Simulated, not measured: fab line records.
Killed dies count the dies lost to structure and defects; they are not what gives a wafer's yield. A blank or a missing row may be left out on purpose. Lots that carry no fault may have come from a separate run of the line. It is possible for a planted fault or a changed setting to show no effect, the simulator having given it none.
Which of the tools did it? ; flow ritCmos ; 45 wafers from 15 lots sampled at 5 of the route's 202 steps

WHAT THE GAUGES SHOWED, per wafer
RIT_ACTIVE_THK_MEAS_04. Usual: ACTIVE_NITRIDE_THK 149.4 nm, standard deviation 1.1.
lot;measured;on;ACTIVE_NITRIDE_THK (nm);flag
L485;day 1 13:34;filmMetro-02;148.9 150.5 149.4;
L486;day 1 18:33;filmMetro-03;149.8 150.6 151.0;
L487;day 2 00:46;filmMetro-03;149.0 148.0 148.2;
L492;day 3 00:32;filmMetro-04;150.8 151.6 152.0;
L497;day 4 01:32;filmMetro-04;149.8 148.7 150.4;
L498;day 4 06:37;filmMetro-02;149.5 149.1 147.6;
L499;day 4 11:33;filmMetro-02;149.7 149.2 148.0;
L500;day 4 16:32;filmMetro-02;150.3 149.5 151.2;
L501;day 4 21:34;filmMetro-04;149.2 148.3 148.0;
L502;day 5 02:32;filmMetro-03;149.9 148.2 148.4;
L503;day 5 07:32;filmMetro-02;149.0 148.7 149.7;
L505;day 5 18:01;filmMetro-04;147.8 148.2 148.8;
L506;day 5 22:32;filmMetro-04;151.9 150.6 150.5;
L507;day 6 03:32;filmMetro-02;150.2 150.8 150.6;
L508;day 6 10:16;filmMetro-02;150.2 151.4 151.0;

RIT_GATE_OVL_MEAS_17. Usual: GATE_OVL 1.4 nm, standard deviation 1.2.
lot;measured;on;GATE_OVL (nm);flag
L485;day 2 13:41;overlay-01;-1.1 0.7 1.4;
L486;day 2 20:18;overlay-01;1.9 1.1 2.3;
L487;day 2 23:32;overlay-01;3.5 1.2 0.1;
L492;day 3 23:41;overlay-01;0.3 1.0 1.0;
L497;day 5 01:07;overlay-02;-0.8 -1.6 0.3;
L498;day 5 06:22;overlay-01;1.1 1.5 1.8;
L499;day 5 10:19;overlay-01;3.8 2.5 1.0;
L500;day 5 19:43;overlay-01;2.0 2.0 2.5;
L501;day 5 20:53;overlay-01;2.1 1.3 1.7;
L502;day 6 01:37;overlay-02;0.0 -1.6 -0.9;
L503;day 6 13:00;overlay-02;1.8 -0.6 0.6;
L505;day 6 21:11;overlay-01;2.2 0.3 0.0;
L506;day 7 00:58;overlay-01;1.0 0.5 2.5;
L507;day 7 02:20;overlay-02;1.1 1.6 2.4;
L508;day 7 08:46;overlay-02;2.0 -0.8 -0.1;

RIT_CONTACT_CD_MEAS_08 targets a cd of 1000 nm. Usual: 999.7 nm for cdNm, sd 2.3.
lot;measured;on;cdNm (nm);flag
L485;day 3 04:31;cdSem-02;1000.6 1000.3 1000.6;
L486;day 3 11:06;cdSem-01;1002.4 1000.0 1002.8;
L487;day 3 15:56;cdSem-02;995.8 994.5 997.0;
L492;day 4 14:23;cdSem-02;999.0 1000.3 999.2;
L497;day 5 16:14;cdSem-01;- - -;OFF
L498;day 5 21:29;cdSem-02;- - -;OFF
L499;day 6 04:17;cdSem-02;- - -;OFF
L500;day 6 11:20;cdSem-01;999.7 998.5 999.2;
L501;day 6 11:46;cdSem-02;998.7 998.1 996.5;
L502;day 6 17:42;cdSem-02;996.6 998.0 998.9;
L503;day 7 03:54;cdSem-01;1002.5 1004.2 1001.9;
L505;day 7 11:59;cdSem-02;999.1 999.2 999.7;
L506;day 7 15:40;cdSem-02;998.3 996.1 1000.2;
L507;day 7 17:29;cdSem-02;1000.4 1000.1 999.8;
L508;day 7 23:23;cdSem-02;999.8 1001.1 1002.1;

TOOL THAT RAN EACH LOT (tool first, then ch and the chambers of the sampled wafers, then the start)
lot;RIT_SILICIDE_RTA_06;RIT_CONTACT_COAT_03
L485;rtpAnneal-02 ch 0, day 3 03:09;lithoTrack-01 ch 0, day 3 03:31
L486;rtpAnneal-01 ch 0, day 3 09:47;lithoTrack-01 ch 0, day 3 10:10
L487;rtpAnneal-02 ch 0, day 3 14:40;lithoTrack-01 ch 0, day 3 15:01
L492;rtpAnneal-01 ch 0, day 4 13:14;lithoTrack-01 ch 0, day 4 13:35
L497;rtpAnneal-02 ch 0, day 5 14:55;lithoTrack-01, day 5 15:19
L498;rtpAnneal-01 ch 0, day 5 20:20;lithoTrack-03, day 5 20:40
L499;rtpAnneal-02 ch 0, day 6 03:08;lithoTrack-02, day 6 03:29
L500;rtpAnneal-02 ch 0, day 6 10:11;lithoTrack-03 ch 0, day 6 10:32
L501;rtpAnneal-02 ch 0, day 6 10:32;lithoTrack-02 ch 0, day 6 10:58
L502;rtpAnneal-01 ch 0, day 6 16:20;lithoTrack-03 ch 0, day 6 16:40
L503;rtpAnneal-02 ch 0, day 7 02:37;lithoTrack-01 ch 0, day 7 02:58
L505;rtpAnneal-02 ch 0, day 7 10:43;lithoTrack-03 ch 0, day 7 11:03
L506;rtpAnneal-01 ch 0, day 7 14:23;lithoTrack-02 ch 0, day 7 14:43
L507;rtpAnneal-02 ch 0, day 7 16:13;lithoTrack-03 ch 0, day 7 16:33
L508;rtpAnneal-01 ch 0, day 7 22:13;lithoTrack-03 ch 0, day 7 22:35
- RIT_SILICIDE_RTA_06: time 10 s, ramp up 5 s, ramp down 10 s.
- RIT_CONTACT_COAT_03: resist thk 1000 nm.

AS READ BY THE TOOLS THEMSELVES (means over the sampled wafers that have a number; for cases with no such wafer, the mark the record gives instead)
RIT_SILICIDE_RTA_06. Usual: 753.4 for wafer_temp_C_max, sd 1.4.
lot;tool;wafer_temp_C_max;flag
L485;rtpAnneal-02;751.9;
L486;rtpAnneal-01;754.2;
L487;rtpAnneal-02;752.8;
L492;rtpAnneal-01;754.2;
L497;rtpAnneal-02;752.5;
L498;rtpAnneal-01;754.6;
L499;rtpAnneal-02;752.0;
L500;rtpAnneal-02;752.6;
L501;rtpAnneal-02;752.3;
L502;rtpAnneal-01;754.5;
L503;rtpAnneal-02;752.0;
L505;rtpAnneal-02;752.5;
L506;rtpAnneal-01;754.6;
L507;rtpAnneal-02;752.7;
L508;rtpAnneal-01;755.0;

RIT_CONTACT_COAT_03. Usual: chillPlateTempC 22.98 C, standard deviation 0.097; dispensePressureKPa 52.4 kPa, standard deviation 1.6.
lot;tool;chillPlateTempC (C);dispensePressureKPa (kPa);flag
L485;lithoTrack-01;22.98;50.5;
L486;lithoTrack-01;23.09;50.4;
L487;lithoTrack-01;22.94;50.4;
L492;lithoTrack-01;23.07;50.5;
L497;lithoTrack-01;-;-;OFF
L498;lithoTrack-03;-;-;OFF
L499;lithoTrack-02;-;-;OFF
L500;lithoTrack-03;23.18;52.1;
L501;lithoTrack-02;22.90;54.3;
L502;lithoTrack-03;22.97;52.1;
L503;lithoTrack-01;22.94;50.5;
L505;lithoTrack-03;22.99;52.1;
L506;lithoTrack-02;22.98;54.2;
L507;lithoTrack-03;22.88;52.1;
L508;lithoTrack-03;22.92;52.1;

THE ANSWER, worked out from the rows above alone
Rule: take the mean of a lot's wafers that have a number; if it is more than 3 standard deviations from the usual mean, the lot is off. A lot without any number at a reading at which 4 lots or more have one is off too. The other lots that the step has rows for count as sound. Order of review: gauges by route order, followed by the tools' own readings, for which a lot's mean as printed above is used. At the first step where some lot is off, the reading lying furthest off is the one used; lots without a number count as furthest.
Off: L497, L498, L499, at RIT_CONTACT_CD_MEAS_08 (cdNm). Without a number there: L497, L498, L499.
If a tool, at a process step before that reading, ran all the lots that are off and no sound lot after the first of them, it fits. The gauges at RIT_CONTACT_CD_MEAS_08 aren't tried: what is off there is off at RIT_CONTACT_COAT_03 too, on other tools, and a gauge's error can't cause that. No candidate that was tried fits.

WHAT WAS PUT IN BY THE SIMULATOR
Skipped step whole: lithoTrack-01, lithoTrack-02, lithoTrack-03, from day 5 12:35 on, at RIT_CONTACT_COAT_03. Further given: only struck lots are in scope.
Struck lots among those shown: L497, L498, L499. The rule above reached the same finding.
